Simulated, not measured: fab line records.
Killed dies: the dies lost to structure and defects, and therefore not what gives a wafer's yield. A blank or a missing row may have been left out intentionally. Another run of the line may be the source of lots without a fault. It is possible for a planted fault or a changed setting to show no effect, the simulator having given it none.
fab line records    flow berkeley-cmos170
record lots=6  wafers=18  last-day=11
route steps=331 shown PSD@180 NSD@187
lots untouched by any fault: they come from a run of this same line in which no faults occurred
start-h: hours from the record's opening day to when the first of the lot's shown wafers began    wait-h: hours since the lot's step before    " repeats the value in the row above    L1.1+2: a single row standing in for several wafers    - either no value or no given start    * or withheld: withheld    < > ~ a bound
route shown NAME@n: names a module that has steps shown in the file, with the first one's number in the route    usual: mean/standard deviation taken from wafers without a fault    same: alike in all rows    chamber/n: place in a boat    sites: readings site by site    _std_site: standard deviation across them    _edge_site: outer sites' mean less inner sites'    radius-mm: how far each site lies from the wafer's centre    mask NAME#n: copy n    behind: the most recent tool/chamber to have shaped the wafer    hold: why the lot was held/for how many hours/how that ended    device: the n, p or np transistor that did not switch    end of line: tests of these same wafers at the route's end    a step without rows: its recipe alone    killed: dies lost to structure and defects at the first sort, not the wafer's yield    map: a wafer's dies, marking killed ones x, the rest . and places with no die _
set.NAME: the setting as run; set.NAME@STEP: as run at that earlier step    model.NAME: the simulator's own value behind a step, which no gauge read
certain route steps with their lots: each step a table, each wafer a row
services: the hour from which a tool's chamber was out of use, counted from the record's first day as start-h (under 0 if before that day), plus the number of hours and why
## steps
# step UCB170_PSD_DEVELOP_05
# recipe developer=TMAH  develop-time-s=45  resist=KrF  dev-temp-c=21
# step UCB170_PSD_CD_MEAS_06
# recipe target-cd-nm=1200
# usual cd-nm=1199.9/1.2
lot.wafer  tool       chamber  start-h  wait-h  cd-nm
L245.2     cd-sem-02  -        172.56   -       1199.9
L245.4     "          -        "        "       1202.6
L245.5     "          -        "        "       1201.1
L244.1     cd-sem-01  -        172.64   -       1198.4
L244.3     "          -        "        "       1200.5
L244.4     "          -        "        "       1200.4
L252.2     cd-sem-02  -        195.95   -       1199.5
L252.4     "          -        "        "       1199.4
L252.5     "          -        "        "       1200.2
L255.1     cd-sem-01  -        209.65   -       1200.4
L255.2     "          -        "        "       1201.1
L255.4     "          -        "        "       1201.2
L257.1     cd-sem-02  -        209.70   -       1201.6
L257.3     "          -        "        "       1199.8
L257.6     "          -        "        "       1200.2
L262.1     cd-sem-01  -        233.15   -       1201.9
L262.4     "          -        "        "       1202.5
L262.5     "          -        "        "       1201.6
# step UCB170_PSD_OVL_MEAS_07
# usual PSD_OVL=4/5.9
lot.wafer  tool        chamber  start-h  wait-h  PSD_OVL[nm]
L245.2     overlay-01  -        172.67   0.1     0
L245.4     "           -        "        "       4
L245.5     "           -        "        "       -1
L244.1     overlay-02  -        172.76   0.1     10
L244.3     "           -        "        "       4
L244.4     "           -        "        "       5
L252.2     overlay-01  -        196.06   0.1     1
L252.4     "           -        "        "       4
L252.5     "           -        "        "       8
L255.1     overlay-02  -        209.77   0.1     -4
L255.2     "           -        "        "       4
L255.4     "           -        "        "       6
L257.1     overlay-01  -        209.82   0.1     1
L257.3     "           -        "        "       -1
L257.6     "           -        "        "       -5
L262.1     overlay-02  -        233.27   0.1     -5
L262.4     "           -        "        "       -1
L262.5     "           -        "        "       -1
# step UCB170_PSD_IMPLANT_08
# recipe species=B  dose-cm2=3e+15  energy-kev=20  tilt-deg=7
# step UCB170_PSD_STRIP_09
# recipe chemistry=O2  power-w=400  pressure-mtorr=3500  platen-temp-c=withheld  o2-flow-sccm=400  overash-fraction=0.5
# usual chamber-pressure-mTorr=3500/3.1  drypump-motor-current-A=5.9/0.63  oes-product-au=0.599/0.0048  strip-time-to-endpoint-s=29.39/0.063
# same overash-fraction=0.5
lot.wafer  tool             chamber  start-h  wait-h  chamber-pressure-mTorr  drypump-motor-current-A  oes-product-au  rf-hours-counter-h  strip-time-to-endpoint-s
L245.2     plasma-asher-02  1        172.85   0.1     3503                    5.2                      0.603           7                   29.37
L245.4     "                0        "        "       3498                    6.8                      0.592           -                   29.36
L245.5     "                0        "        "       3495                    6.8                      0.606           -                   29.30
L244.1     plasma-asher-03  1        172.95   0.1     3499                    5.8                      0.602           47                  29.34
L244.3     "                1        "        "       3498                    5.8                      0.608           -                   29.35
L244.4     "                0        "        "       3502                    6.0                      0.598           -                   29.40
L252.2     plasma-asher-04  1        196.24   0.1     3498                    5.3                      0.590           40                  29.33
L252.4     "                1        "        "       3504                    5.3                      0.603           -                   29.33
L252.5     "                0        "        "       3501                    6.5                      0.592           -                   29.37
L255.1     plasma-asher-04  0        209.96   0.1     3504                    6.5                      0.606           42                  29.45
L255.2     "                1        "        "       3498                    5.3                      0.598           42                  29.31
L255.4     "                1        "        "       3494                    5.3                      0.597           -                   29.33
L257.1     plasma-asher-02  1        210.01   0.1     3501                    5.2                      0.599           10                  29.31
L257.3     "                0        "        "       3501                    6.8                      0.600           -                   29.26
L257.6     "                1        "        "       3501                    5.2                      0.598           -                   29.31
L262.1     plasma-asher-02  0        233.46   0.1     3504                    6.8                      0.595           13                  29.38
L262.4     "                1        "        "       3501                    5.2                      0.595           -                   29.42
L262.5     "                1        "        "       3506                    5.2                      0.593           -                   29.40
# step UCB170_PSD_TW_MEAS_10
# usual PSD_TW=2325/14
lot.wafer  tool           chamber  start-h  wait-h  PSD_TW
L245.2     film-metro-02  -        172.96   0.1     2351
L245.4     "              -        "        "       2348
L245.5     "              -        "        "       2349
L244.1     film-metro-01  -        173.05   0.1     2326
L244.3     "              -        "        "       2317
L244.4     "              -        "        "       2327
L252.2     film-metro-02  -        196.35   0.1     2346
L252.4     "              -        "        "       2349
L252.5     "              -        "        "       2362
L255.1     film-metro-03  -        210.06   0.1     2321
L255.2     "              -        "        "       2310
L255.4     "              -        "        "       2316
L257.1     film-metro-01  -        210.11   0.1     2315
L257.3     "              -        "        "       2306
L257.6     "              -        "        "       2327
L262.1     film-metro-03  -        233.56   0.1     2316
L262.4     "              -        "        "       2307
L262.5     "              -        "        "       2305
# step UCB170_PSD_CLEAN_11
# recipe chemistry=SPM  temp-c=120  time-s=600
# step UCB170_NSD_HMDS_00
# recipe prime-time-s=60  prime-temp-c=100
# step UCB170_NSD_COAT_01
# recipe resist=KrF  spin-rpm=1500  resist-thk-nm=892.1
# step UCB170_NSD_SOFTBAKE_02
# recipe resist=KrF  temp-c=130  time-s=60
# step UCB170_NSD_EXPOSE_03
# recipe mask-id=NSELECT_MOD  na=0.5  sigma-outer=0.6  source-shape=conventional  target-cd-nm=1200  dose-mj=30
# step UCB170_NSD_PEB_04
# recipe peb-temp-c=130  peb-time-s=withheld  resist=KrF
# step UCB170_NSD_DEVELOP_05
# recipe developer=TMAH  develop-time-s=45  resist=KrF  dev-temp-c=21
# usual chill-plate-temp-C=23.03/0.11  develop-time-s=45/0
lot.wafer  tool            chamber  start-h  wait-h  chill-plate-temp-C  develop-time-s  model.KrF_of_NSD_COAT_01.thk-nm
L245.2     litho-track-03  0        174      -       22.98               45              878.9
L245.4     "               0        "        "       23.19               45              877.8
L245.5     "               0        "        "       23.05               45              881.4
L244.1     litho-track-04  0        174      -       22.93               45              874.9
L244.3     "               0        175      -       22.87               45              873.5
L244.4     "               0        "        "       22.92               45              874.1
L252.2     litho-track-01  0        198      -       23.14               45              879.8
L252.4     "               0        "        "       23.27               45              875.6
L252.5     "               0        "        "       23.17               45              878.1
L255.1     litho-track-04  -        212      -       -                   -               890.6
L255.2     "               -        "        "       -                   -               889.6
L255.4     "               -        "        "       -                   -               892.3
L257.1     litho-track-03  -        212      -       -                   -               893.2
L257.3     "               -        "        "       -                   -               890.2
L257.6     "               -        "        "       -                   -               893.5
L262.1     litho-track-04  0        235      -       22.90               45              878.8
L262.4     "               0        "        "       23.17               45              877.7
L262.5     "               0        "        "       23.12               45              880.3
# step UCB170_NSD_CD_MEAS_06
# recipe target-cd-nm=1200
# usual cd-nm=1199.7/1.4
lot.wafer  tool       chamber  start-h  wait-h  cd-nm
L245.2     cd-sem-01  -        175.06   -       1200.9
L245.4     "          -        "        "       1204.2
L245.5     "          -        "        "       1201.9
L244.1     cd-sem-01  -        175.16   -       1199.6
L244.3     "          -        "        "       1199.4
L244.4     "          -        "        "       1199.8
L252.2     cd-sem-02  -        198.35   -       1199.1
L252.4     "          -        "        "       1200.4
L252.5     "          -        "        "       1198.9
L255.1     cd-sem-01  -        212.51   -       -
L255.2     "          -        "        "       -
L255.4     "          -        "        "       -
L257.1     cd-sem-02  -        212.68   -       -
L257.3     "          -        "        "       -
L257.6     "          -        "        "       -
L262.1     cd-sem-01  -        235.14   -       1195.4
L262.4     "          -        "        "       1196.2
L262.5     "          -        "        "       1195.4
## services
tool             chamber  start-h  hours  kind
plasma-asher-03  -        154.94   2.8    pm
plasma-asher-03  -        163.50   9.4    repair
plasma-asher-02  -        177.81   9.5    repair
## key
first-sign step=UCB170_NSD_DEVELOP_05  reading=tool-record  direction=missing
effect none on later readings
model-effect step=UCB170_NSD_DEVELOP_05  value=KrF_of_NSD_COAT_01.thk-nm  without=877.3  struck=891.6
met-at UCB170_NSD_DEVELOP_05
struck-wafers L255.1,L255.2,L255.4,L257.1,L257.3,L257.6
sort-left-out L255.1,L255.2,L255.4,L257.1,L257.3,L257.6
tester-left-out L255,L257
fault kind=skipped-step-whole  tool=litho-track-03,litho-track-04  chamber=-  onset-h=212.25  steps=UCB170_NSD_DEVELOP_05  scope=struck-lots-only
# tester-left-out: of these lots the tester's yield and bins aren't shown, on N5 and GAA mostly nor the transistor test; their killed dies are dies lost to structure and defects alone, not to doping, threshold or leakage, so they don't give the yield
# sort-left-out: the simulated sort isn't trusted on such a fault, so these wafers' sort isn't shown, and their yield isn't known
